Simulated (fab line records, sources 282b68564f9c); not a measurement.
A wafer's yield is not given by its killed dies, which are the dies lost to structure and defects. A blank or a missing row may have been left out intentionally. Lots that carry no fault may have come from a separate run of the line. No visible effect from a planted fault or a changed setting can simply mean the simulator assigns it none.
fab line records    flow ritCmos    part 1 of 2: steps 1 to 41 of 44
record: lots: 7  wafers: 21  lastDay: 7
route steps=202 shown GATE@89 REOX@98 NLDD@103 PLDD@114 SPACER@125 SDANNEAL@155 M1@202
lots untouched by any fault: they come from a run of this same line in which no faults occurred
startH: hours from the record's opening day to when the first of the lot's shown wafers began    waitH: hours from the lot's prior step to this one    " unchanged from the row above    L1.1+2: a single row standing in for several wafers    - either no value or no given start    * or withheld: withheld    < > ~ a bound
route shown NAME@n: names a module that has steps shown in the file, with the first one's number in the route    usual: average and standard deviation across the fault-free wafers    same: alike in all rows    chamber/n: place in a boat    sites: readings site by site    _std_site: how widely they spread, as a standard deviation    _edge_site: inner sites' mean taken away from outer sites' mean    radiusMm: how far each site lies from the wafer's centre    mask NAME#n: copy n    behind: the most recent tool/chamber to have shaped the wafer    hold: what put the lot on hold/how long, in hours/how the hold closed    device: names the non-switching transistor (n, p or np)    end of line: the route-end tests of the same wafers    where a step has no rows: the recipe by itself    killed: at the first sort, the dies lost to defects and structure; wafer yield is something else    map: per-die view of a wafer (x killed, . not killed, _ where there is no die)
set.NAME: the setting as run; set.NAME@STEP: as run at that earlier step    model.NAME: the simulator's own value behind a step, which no gauge read
lots seen at some steps along the route; tables by step, rows by wafer
services: when a tool's chamber went out of use (startH, in hours from the record's first day, below 0 if earlier), for how many hours, and the reason
== steps ==
step: RIT_GATE_EXPOSE_13
recipe: maskId: M6  na: 0.6  sourceShape: conventional  sigmaOuter: 0.6  targetCdNm: 150  doseMj: 380
step: RIT_GATE_PEB_14
recipe: resist: NOVOLAK  tempC: withheld  timeS: withheld
step: RIT_GATE_DEVELOP_15
recipe: resist: NOVOLAK  developTimeS: 50  devTempC: 23
step: RIT_GATE_CD_MEAS_16
recipe: targetCdNm: 150
usual: cdNm: 150.6/2.7
lot.wafer  tool      chamber  startH  waitH  cdNm
L719.2     cdSem-01  -        53.19   -      150.5
L719.3     "         -        "       "      151.3
L719.4     "         -        "       "      152.1
L721.3     cdSem-02  -        61.43   -      152.1
L721.5     "         -        "       "      149.3
L721.6     "         -        "       "      153.0
L722.1     cdSem-01  -        67.50   -      152.3
L722.2     "         -        "       "      153.6
L722.5     "         -        "       "      153.3
L723.3     cdSem-01  -        76.10   -      147.2
L723.4     "         -        "       "      149.9
L723.6     "         -        "       "      147.6
L732.3     cdSem-01  -        121.45  -      153.0
L732.4     "         -        "       "      151.8
L732.6     "         -        "       "      151.6
L733.1     cdSem-02  -        125.88  -      152.3
L733.4     "         -        "       "      153.5
L733.6     "         -        "       "      150.0
L739.2     cdSem-02  -        152.19  -      149.0
L739.3     "         -        "       "      149.8
L739.4     "         -        "       "      150.2
step: RIT_GATE_OVL_MEAS_17
usual: GATE_OVL: 0.0/1.3
lot.wafer  tool        chamber  startH  waitH  GATE_OVL[nm]
L719.2     overlay-02  -        53.30   0.1    -0.4
L719.3     "           -        "       "      0.8
L719.4     "           -        "       "      0.2
L721.3     overlay-02  -        61.53   0.1    -0.6
L721.5     "           -        "       "      -0.3
L721.6     "           -        "       "      -1.7
L722.1     overlay-01  -        67.62   0.1    -2.5
L722.2     "           -        "       "      -3.1
L722.5     "           -        "       "      -0.5
L723.3     overlay-01  -        76.19   0.1    1.0
L723.4     "           -        "       "      0.6
L723.6     "           -        "       "      -0.3
L732.3     overlay-01  -        121.54  0.1    -0.1
L732.4     "           -        "       "      0.3
L732.6     "           -        "       "      -2.0
L733.1     overlay-02  -        126.00  0.1    1.6
L733.4     "           -        "       "      2.7
L733.6     "           -        "       "      -0.2
L739.2     overlay-01  -        152.30  0.1    0.5
L739.3     "           -        "       "      -0.9
L739.4     "           -        "       "      0.4
step: RIT_GATE_HARDBAKE_18
recipe: resist: NOVOLAK  tempC: 140  timeS: 60
step: RIT_GATE_ETCH_19
recipe: chemistry: SF6/CHF3/O2  timeS: 165  SF6_flow_sccm: 30  CHF3_flow_sccm: 30  O2_flow_sccm: 5  target: poly-Si  pressureMtorr: 40  rfW: 160  targetDepthA: 3125  overEtchFrac: 0.25  stopOn: SiO2
usual: O2_flow_sccm: 5.001/0.015  SF6_flow_sccm: 30.00/0.085  drypumpMotorCurrentA: 5.6/0.38  oesProductAu: 0.843/0.013  rfFwdPowerW: 159.4/0.47  throttleValvePct: 10.26/0.11
same: timeS: 165
lot.wafer  tool      chamber  startH  waitH  O2_flow_sccm  SF6_flow_sccm  drypumpMotorCurrentA  oesProductAu  rfFwdPowerW  rfHoursCounterH  throttleValvePct
L719.2     rieSi-01  3        53.48   0.1    5.014         29.91          5.6                   0.844         159.4        65               10.30
L719.3     "         0        "       "      5.002         29.92          4.9                   0.856         158.8        68               10.26
L719.4     "         1        "       "      5.001         29.96          5.5                   0.833         159.4        120              10.35
L721.3     rieSi-01  2        61.70   0.1    5.007         30.03          6.1                   0.866         160.0        23               10.06
L721.5     "         1        "       "      5.016         30.00          5.5                   0.828         159.1        -                10.36
L721.6     "         0        "       "      5.000         29.95          4.9                   0.844         159.0        -                10.27
L722.1     rieSi-02  3        67.81   0.1    5.025         30.02          5.2                   0.842         159.3        41               10.25
L722.2     "         0        "       "      4.995         30.03          5.8                   0.865         159.3        83               10.23
L722.5     "         0        "       "      4.979         30.03          5.8                   0.859         159.6        -                10.23
L723.3     rieSi-01  3        76.36   0.1    5.019         30.00          5.6                   0.842         159.5        65               10.31
L723.4     "         1        "       "      4.989         29.81          5.5                   0.822         159.5        121              10.36
L723.6     "         0        "       "      4.965         30.03          4.9                   0.851         159.1        -                10.24
L732.3     rieSi-02  0        121.71  0.1    4.990         30.18          5.8                   0.846         158.8        83               10.21
L732.4     "         3        "       "      4.989         29.97          5.2                   0.815         159.8        42               10.26
L732.6     "         0        "       "      5.005         30.01          5.8                   0.853         158.8        -                10.24
L733.1     rieSi-01  3        126.31  0.1    5.008         30.12          5.6                   0.849         159.3        65               10.31
L733.4     "         1        "       "      4.984         29.99          5.5                   0.836         159.5        121              10.35
L733.6     "         3        "       "      4.980         30.11          5.6                   0.838         159.0        -                10.31
L739.2     rieSi-01  3        152.51  0.1    5.031         30.01          5.7                   0.840         159.8        65               10.30
L739.3     "         0        "       "      4.993         30.24          4.9                   0.851         159.8        69               10.28
L739.4     "         1        "       "      5.035         30.04          5.5                   0.826         159.2        121              10.34
step: RIT_GATE_STRIP_20
recipe: chemistry: O2  timeS: 180  resist: NOVOLAK  platenTempC: withheld  powerW: 500  pressureMtorr: 4000  o2FlowSccm: 4000
usual: drypumpMotorCurrentA: 5.9/0.68
same: timeS: 180
lot.wafer  tool            chamber  startH  waitH  drypumpMotorCurrentA  rfHoursCounterH
L719.2     plasmaAsher-01  1        53.58   0.1    5.6                   43
L719.3     "               1        "       "      5.6                   -
L719.4     "               0        "       "      6.8                   -
L721.3     plasmaAsher-03  0        61.87   0.1    6.2                   -
L721.5     "               0        "       "      6.2                   -
L721.6     "               1        "       "      4.8                   -
L722.1     plasmaAsher-03  1        67.91   0.1    4.9                   41
L722.2     "               0        "       "      6.2                   41
L722.5     "               1        "       "      4.9                   -
L723.3     plasmaAsher-01  0        76.53   0.1    6.7                   -
L723.4     "               1        "       "      5.6                   -
L723.6     "               1        "       "      5.6                   -
L732.3     plasmaAsher-04  0        121.88  0.1    6.3                   -
L732.4     "               1        "       "      5.2                   -
L732.6     "               1        "       "      5.1                   -
L733.1     plasmaAsher-03  1        126.42  0.1    4.9                   47
L733.4     "               1        "       "      4.9                   -
L733.6     "               1        "       "      4.9                   -
L739.2     plasmaAsher-03  0        152.62  0.1    6.2                   50
L739.3     "               1        "       "      4.9                   -
L739.4     "               0        "       "      6.2                   -
step: RIT_GATE_CD_MEAS_90
recipe: targetCdNm: 150
usual: cdNm: 150.6/2.7
lot.wafer  tool      chamber  startH  waitH  cdNm
L719.2     cdSem-02  -        53.78   0.1    150.6
L719.3     "         -        "       "      151.1
L719.4     "         -        "       "      151.6
L721.3     cdSem-01  -        62.02   0.1    151.8
L721.5     "         -        "       "      148.9
L721.6     "         -        "       "      152.7
L722.1     cdSem-02  -        68.09   0.1    152.0
L722.2     "         -        "       "      153.5
L722.5     "         -        "       "      153.8
L723.3     cdSem-02  -        76.69   0.1    147.2
L723.4     "         -        "       "      150.2
L723.6     "         -        "       "      147.3
L732.3     cdSem-02  -        122.04  0.1    152.4
L732.4     "         -        "       "      151.9
L732.6     "         -        "       "      151.1
L733.1     cdSem-02  -        126.60  0.1    152.6
L733.4     "         -        "       "      152.8
L733.6     "         -        "       "      150.0
L739.2     cdSem-01  -        152.82  0.1    149.3
L739.3     "         -        "       "      149.9
L739.4     "         -        "       "      150.1
step: RIT_REOX_CLEAN_00
recipe: chemistry: SC1  mix: 3:3:50  timeS: 591.2  tempC: 75
step: RIT_REOX_CLEAN_01
recipe: chemistry: dHF  dilution: 50:1  timeS: 30
step: RIT_REOX_CLEAN_02
recipe: chemistry: SC2  mix: 3:3:50  timeS: 600  tempC: 75  dry: n2Spin
step: RIT_REOX_OXIDATION_03
recipe: tempC: 900  ambient: O2  targetThkA: 252  oxTimeS: 5580
usual: oxTimeS: 5580/0  spikeTcCentreC: 903.4/1
lot.wafer  tool        chamber  startH  waitH  oxTimeS  spikeTcCentreC  model.SiO2_of_REOX_OXIDATION_03.thkNm  model.poly-Si_of_GATE_CVD_08.thkNm
L719.2     furnace-01  0        54.28   0.0    5580     904.1           26.2                                   233.2
L719.3     "           0        "       "      5580     903.9           25.81                                  230.5
L719.4     "           0        "       "      5580     904.3           25.87                                  232.5
L721.3     furnace-01  0        63.62   1.1    2511     903.9           14.63                                  236.9
L721.5     "           0        "       "      2511     902.1           14.62                                  236.6
L721.6     "           0        "       "      2511     902.6           14.95                                  234.2
L722.1     furnace-01  0        68.60   0.0    2511     903.1           15.58                                  241.4
L722.2     "           0        "       "      2511     902.8           15.01                                  240.6
L722.5     "           0        "       "      2511     904.1           15.53                                  241.6
L723.3     furnace-01  0        77.84   0.3    2511     902.0           14.64                                  236.8
L723.4     "           0        "       "      2511     902.2           14.94                                  235.5
L723.6     "           0        "       "      2511     905.2           14.7                                   237.1
L732.3     furnace-02  0        123.37  0.9    5580     903.2           24.95                                  230.6
L732.4     "           0        "       "      5580     901.8           25.29                                  229.2
L732.6     "           0        "       "      5580     903.9           24.76                                  229.6
L733.1     furnace-03  0        127.10  0.0    5580     903.1           25.18                                  232.8
L733.4     "           0        "       "      5580     902.3           25.7                                   231.7
L733.6     "           0        "       "      5580     903.2           25.6                                   231.1
L739.2     furnace-03  0        153.96  0.5    5580     902.3           25.57                                  231.1
L739.3     "           0        "       "      5580     904.6           25.57                                  231.4
L739.4     "           0        "       "      5580     902.4           25.74                                  231.5
step: RIT_REOX_THK_MEAS_04
recipe: reads: SiO2_of_REOX_OXIDATION_03
usual: REOX_OXIDE_THK: 25.3/0.46
lot.wafer  tool          chamber  startH  waitH  REOX_OXIDE_THK[nm]
L719.2     filmMetro-02  -        56.84   0.0    26.3
L719.3     "             -        "       "      25.9
L719.4     "             -        "       "      25.9
L721.3     filmMetro-01  -        66.19   0.0    14.6
L721.5     "             -        "       "      14.6
L721.6     "             -        "       "      15.0
L722.1     filmMetro-03  -        71.15   0.0    15.6
L722.2     "             -        "       "      15.0
L722.5     "             -        "       "      15.5
L723.3     filmMetro-01  -        80.41   0.0    14.7
L723.4     "             -        "       "      15.0
L723.6     "             -        "       "      14.7
L732.3     filmMetro-01  -        125.94  0.0    24.9
L732.4     "             -        "       "      25.3
L732.6     "             -        "       "      24.7
L733.1     filmMetro-03  -        129.65  0.0    25.2
L733.4     "             -        "       "      25.7
L733.6     "             -        "       "      25.6
L739.2     filmMetro-03  -        156.52  0.0    25.6
L739.3     "             -        "       "      25.6
L739.4     "             -        "       "      25.7
step: RIT_NLDD_HMDS_00
recipe: primeTimeS: 60  primeTempC: 140
step: RIT_NLDD_COAT_01
recipe: resist: NOVOLAK  spinRpm: 3250  resistThkNm: 1000
step: RIT_NLDD_SOFTBAKE_02
recipe: resist: NOVOLAK  tempC: 90  timeS: 60
step: RIT_NLDD_EXPOSE_03
recipe: maskId: M7  na: 0.57  targetCdNm: 40700  doseMj: 250
step: RIT_NLDD_PEB_04
recipe: resist: NOVOLAK  tempC: withheld  timeS: withheld
step: RIT_NLDD_DEVELOP_05
recipe: resist: NOVOLAK  developTimeS: 50  devTempC: 23
step: RIT_NLDD_OVL_MEAS_06
usual: NLDD_OVL: -0.4/1.3
lot.wafer  tool        chamber  startH  waitH  NLDD_OVL[nm]
L719.2     overlay-01  -        57.87   -      -0.8
L719.3     "           -        "       "      -2.5
L719.4     "           -        "       "      -1.1
L721.3     overlay-02  -        67.21   -      2.9
L721.5     "           -        "       "      2.0
L721.6     "           -        "       "      1.2
L722.1     overlay-02  -        72.06   -      -0.9
L722.2     "           -        "       "      -2.3
L722.5     "           -        "       "      -3.1
L723.3     overlay-01  -        81.43   -      -1.0
L723.4     "           -        "       "      0.1
L723.6     "           -        "       "      1.1
L732.3     overlay-02  -        127.05  -      1.3
L732.4     "           -        "       "      -1.9
L732.6     "           -        "       "      -1.6
L733.1     overlay-01  -        130.56  -      -1.2
L733.4     "           -        "       "      -1.2
L733.6     "           -        "       "      -3.4
L739.2     overlay-02  -        157.55  -      -0.1
L739.3     "           -        "       "      1.2
L739.4     "           -        "       "      1.4
step: RIT_NLDD_HARDBAKE_07
recipe: resist: NOVOLAK  tempC: 140  timeS: 60
step: RIT_NLDD_IMPLANT_08
recipe: species: P  energyKev: 20  doseCm2: 5e+14  tiltDeg: 7
step: RIT_NLDD_STRIP_09
recipe: chemistry: O2  timeS: 180  resist: NOVOLAK  platenTempC: withheld  powerW: 500  pressureMtorr: 4000  o2FlowSccm: 4000
usual: drypumpMotorCurrentA: 6.0/0.59
same: timeS: 180
lot.wafer  tool            chamber  startH  waitH  drypumpMotorCurrentA  rfHoursCounterH
L719.2     plasmaAsher-02  1        58.20   0.1    6.6                   25
L719.3     "               0        "       "      6.1                   -
L719.4     "               1        "       "      6.6                   -
L721.3     plasmaAsher-02  0        67.78   0.1    6.1                   -
L721.5     "               1        "       "      6.6                   -
L721.6     "               0        "       "      6.1                   -
L722.1     plasmaAsher-02  0        72.61   0.1    6.1                   27
L722.2     "               1        "       "      6.6                   27
L722.5     "               0        "       "      6.1                   -
L723.3     plasmaAsher-03  0        81.82   0.1    6.2                   -
L723.4     "               1        "       "      4.9                   -
L723.6     "               1        "       "      4.9                   -
L732.3     plasmaAsher-03  1        127.43  0.1    4.9                   -
L732.4     "               0        "       "      6.2                   -
L732.6     "               0        "       "      6.2                   -
L733.1     plasmaAsher-03  0        130.90  0.1    6.2                   48
L733.4     "               1        "       "      4.9                   -
L733.6     "               0        "       "      6.2                   -
L739.2     plasmaAsher-02  1        157.88  0.1    6.6                   36
L739.3     "               0        "       "      6.1                   -
L739.4     "               1        "       "      6.6                   -
step: RIT_NLDD_TW_MEAS_10
usual: NLDD_TW: 2525/17
lot.wafer  tool          chamber  startH  waitH  NLDD_TW
L719.2     filmMetro-02  -        58.39   0.1    2527
L719.3     "             -        "       "      2520
L719.4     "             -        "       "      2509
L721.3     filmMetro-03  -        67.92   0.1    2494
L721.5     "             -        "       "      2507
L721.6     "             -        "       "      2512
L722.1     filmMetro-03  -        72.78   0.1    2497
L722.2     "             -        "       "      2509
L722.5     "             -        "       "      2494
L723.3     filmMetro-04  -        81.95   0.1    2538
L723.4     "             -        "       "      2542
L723.6     "             -        "       "      2547
L732.3     filmMetro-04  -        127.57  0.1    2547
L732.4     "             -        "       "      2526
L732.6     "             -        "       "      2517
L733.1     filmMetro-02  -        131.07  0.1    2518
L733.4     "             -        "       "      2540
L733.6     "             -        "       "      2525
L739.2     filmMetro-03  -        158.07  0.1    2527
L739.3     "             -        "       "      2528
L739.4     "             -        "       "      2523
step: RIT_PLDD_HMDS_00
recipe: primeTimeS: 60  primeTempC: 140
step: RIT_PLDD_COAT_01
recipe: resist: NOVOLAK  spinRpm: 3250  resistThkNm: 1000
step: RIT_PLDD_SOFTBAKE_02
recipe: resist: NOVOLAK  tempC: 90  timeS: 60
step: RIT_PLDD_EXPOSE_03
recipe: maskId: M8  na: 0.57  targetCdNm: 40900  doseMj: 250
step: RIT_PLDD_PEB_04
recipe: resist: NOVOLAK  tempC: withheld  timeS: withheld
step: RIT_PLDD_DEVELOP_05
recipe: resist: NOVOLAK  developTimeS: 50  devTempC: 23
step: RIT_PLDD_OVL_MEAS_06
usual: PLDD_OVL: 0.6/1.3
lot.wafer  tool        chamber  startH  waitH  PLDD_OVL[nm]
L719.2     overlay-02  -        59.42   -      -0.1
L719.3     "           -        "       "      0.2
L719.4     "           -        "       "      -1.1
L721.3     overlay-02  -        68.82   -      2.4
L721.5     "           -        "       "      1.9
L721.6     "           -        "       "      2.4
L722.1     overlay-01  -        73.69   -      -1.3
L722.2     "           -        "       "      -0.4
L722.5     "           -        "       "      -1.3
L723.3     overlay-01  -        82.98   -      2.7
L723.4     "           -        "       "      1.0
L723.6     "           -        "       "      1.3
L732.3     overlay-02  -        128.47  -      0.1
L732.4     "           -        "       "      2.2
L732.6     "           -        "       "      -0.7
L733.1     overlay-01  -        132.18  -      -1.9
L733.4     "           -        "       "      -0.4
L733.6     "           -        "       "      0.5
L739.2     overlay-01  -        158.97  -      -2.1
L739.3     "           -        "       "      -2.5
L739.4     "           -        "       "      -2.4
step: RIT_PLDD_HARDBAKE_07
recipe: resist: NOVOLAK  tempC: 140  timeS: 60
step: RIT_PLDD_IMPLANT_08
recipe: species: BF2  energyKev: 20.28  doseCm2: 9e+14  tiltDeg: 7
step: RIT_PLDD_STRIP_09
recipe: chemistry: O2  timeS: 180  resist: NOVOLAK  platenTempC: withheld  powerW: 500  pressureMtorr: 4000  o2FlowSccm: 4000
usual: drypumpMotorCurrentA: 5.8/0.67
same: timeS: 180
lot.wafer  tool            chamber  startH  waitH  drypumpMotorCurrentA  rfHoursCounterH
L719.2     plasmaAsher-02  1        59.75   0.1    6.5                   25
L719.3     "               1        "       "      6.6                   -
L719.4     "               0        "       "      6.2                   -
L721.3     plasmaAsher-02  0        69.20   0.1    6.1                   -
L721.5     "               1        "       "      6.6                   -
L721.6     "               0        "       "      6.1                   -
L722.1     plasmaAsher-03  1        74.03   0.1    4.9                   42
L722.2     "               0        "       "      6.2                   42
L722.5     "               0        "       "      6.2                   -
L723.3     plasmaAsher-02  0        83.36   0.1    6.2                   -
L723.4     "               1        "       "      6.6                   -
L723.6     "               1        "       "      6.6                   -
L732.3     plasmaAsher-03  1        128.85  0.1    4.9                   -
L732.4     "               0        "       "      6.2                   -
L732.6     "               0        "       "      6.2                   -
L733.1     plasmaAsher-03  1        132.61  0.1    4.9                   48
L733.4     "               0        "       "      6.2                   -
L733.6     "               1        "       "      4.9                   -
L739.2     plasmaAsher-03  0        159.30  0.1    6.2                   51
L739.3     "               0        "       "      6.2                   -
L739.4     "               1        "       "      4.9                   -
step: RIT_PLDD_TW_MEAS_10
usual: PLDD_TW: 2393/16
lot.wafer  tool          chamber  startH  waitH  PLDD_TW
L719.2     filmMetro-02  -        59.93   0.1    2387
L719.3     "             -        "       "      2399
L719.4     "             -        "       "      2378
L721.3     filmMetro-03  -        69.34   0.1    2380
L721.5     "             -        "       "      2361
L721.6     "             -        "       "      2381
L722.1     filmMetro-04  -        74.24   0.2    2392
L722.2     "             -        "       "      2403
L722.5     "             -        "       "      2395
L723.3     filmMetro-04  -        83.50   0.1    2404
L723.4     "             -        "       "      2404
L723.6     "             -        "       "      2417
L732.3     filmMetro-04  -        128.99  0.1    2403
L732.4     "             -        "       "      2394
L732.6     "             -        "       "      2388
L733.1     filmMetro-03  -        132.79  0.1    2392
L733.4     "             -        "       "      2383
L733.6     "             -        "       "      2377
L739.2     filmMetro-04  -        159.49  0.1    2410
L739.3     "             -        "       "      2393
L739.4     "             -        "       "      2399
step: RIT_SPACER_CLEAN_00
recipe: chemistry: SC1  mix: 3:3:50  timeS: 600  tempC: 75
same: timeS: 600
lot.wafer  tool         chamber  startH  waitH  model.SiO2_of_REOX_OXIDATION_03.thkNm
L719.2     wetBench-03  2        59.98   0.0    24.16
L719.3     "            2        "       "      23.81
L719.4     "            2        "       "      23.86
L721.3     wetBench-03  3        69.38   0.0    13.49
L721.5     "            3        "       "      13.48
L721.6     "            3        "       "      13.79
L722.1     wetBench-04  0        74.30   0.1    14.37
L722.2     "            0        "       "      13.84
L722.5     "            0        "       "      14.33
L723.3     wetBench-03  1        83.54   0.0    13.53
L723.4     "            1        "       "      13.81
L723.6     "            1        "       "      13.58
L732.3     wetBench-04  3        129.03  0.0    23.02
L732.4     "            3        "       "      23.34
L732.6     "            3        "       "      22.84
L733.1     wetBench-01  3        132.85  0.1    23.23
L733.4     "            3        "       "      23.72
L733.6     "            3        "       "      23.61
L739.2     wetBench-03  0        159.54  0.0    23.59
L739.3     "            0        "       "      23.6
L739.4     "            0        "       "      23.75
step: RIT_SPACER_CLEAN_01
recipe: chemistry: dHF  dilution: 50:1  timeS: 30
step: RIT_SPACER_CLEAN_02
recipe: chemistry: SC2  mix: 3:3:50  timeS: 600  tempC: 75  dry: n2Spin
step: RIT_SPACER_CVD_03
recipe: material: Si3N4  targetThkNm: 250  tempC: 810  precursor: SiH2Cl2/NH3  timeS: 3300  pressureMtorr: 300  sih2cl2FlowSccm: 60  nh3FlowSccm: 150
step: RIT_SPACER_THK_MEAS_04
recipe: reads: Si3N4_of_SPACER_CVD_03
usual: SPACER_NITRIDE_THK: 250.3/2.4
lot.wafer  tool          chamber  startH  waitH  SPACER_NITRIDE_THK[nm]
L719.2     filmMetro-01  -        62.48   0.0    254.1
L719.3     "             -        "       "      255.2
L719.4     "             -        "       "      254.3
L721.3     filmMetro-04  -        71.68   0.0    248.8
L721.5     "             -        "       "      249.1
L721.6     "             -        "       "      249.5
L722.1     filmMetro-04  -        77.98   0.0    251.2
L722.2     "             -        "       "      251.5
L722.5     "             -        "       "      249.7
L723.3     filmMetro-03  -        86.05   0.0    245.7
L723.4     "             -        "       "      248.4
L723.6     "             -        "       "      247.4
L732.3     filmMetro-01  -        131.54  0.0    247.0
L732.4     "             -        "       "      246.9
L732.6     "             -        "       "      247.1
L733.1     filmMetro-04  -        135.16  0.0    250.4
L733.4     "             -        "       "      251.1
L733.6     "             -        "       "      252.4
L739.2     filmMetro-03  -        162.79  0.0    246.4
L739.3     "             -        "       "      247.1
L739.4     "             -        "       "      247.4
== key ==
firstSign: step: RIT_REOX_OXIDATION_03  reading: oxTimeS  direction: down  sigmas: 99+  usual: *  struck: *
effect: step: RIT_REOX_THK_MEAS_04  reading: REOX_OXIDE_THK  direction: down  sigmas: 22  usual: 25.3  struck: 15.0
modelEffect: step: RIT_REOX_OXIDATION_03  value: SiO2_of_REOX_OXIDATION_03.thkNm  without: 25.31  struck: 14.96
modelEffect: step: RIT_SPACER_CLEAN_00  value: SiO2_of_REOX_OXIDATION_03.thkNm  without: 23.36  struck: 13.8
modelEffect: step: RIT_SDANNEAL_CLEAN_02  value: poly-Si_of_GATE_CVD_08.thkNm  without: 162.5  struck: 167.7
modelEffect: step: RIT_M1_PROBE_99  value: etest.pmosTurned.rOnOhmUm  without: 3375  struck: 2618
metAt RIT_REOX_OXIDATION_03
struckWafers L721.3,L721.5,L721.6,L722.1,L722.2,L722.5,L723.3,L723.4,L723.6
testerLeftOut L721,L722,L723
fault: kind: processParameterDrift  tool: furnace-01  chamber: -  onsetH: 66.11  steps: RIT_REOX_OXIDATION_03  channel: oxTimeS  offset: *  shape: step  endH: 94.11  actsIn: *  stated: *
testerLeftOut: of these lots the tester's yield and bins aren't shown, on N5 and GAA mostly nor the transistor test; their killed dies are dies lost to structure and defects alone, not to doping, threshold or leakage, so they don't give the yield
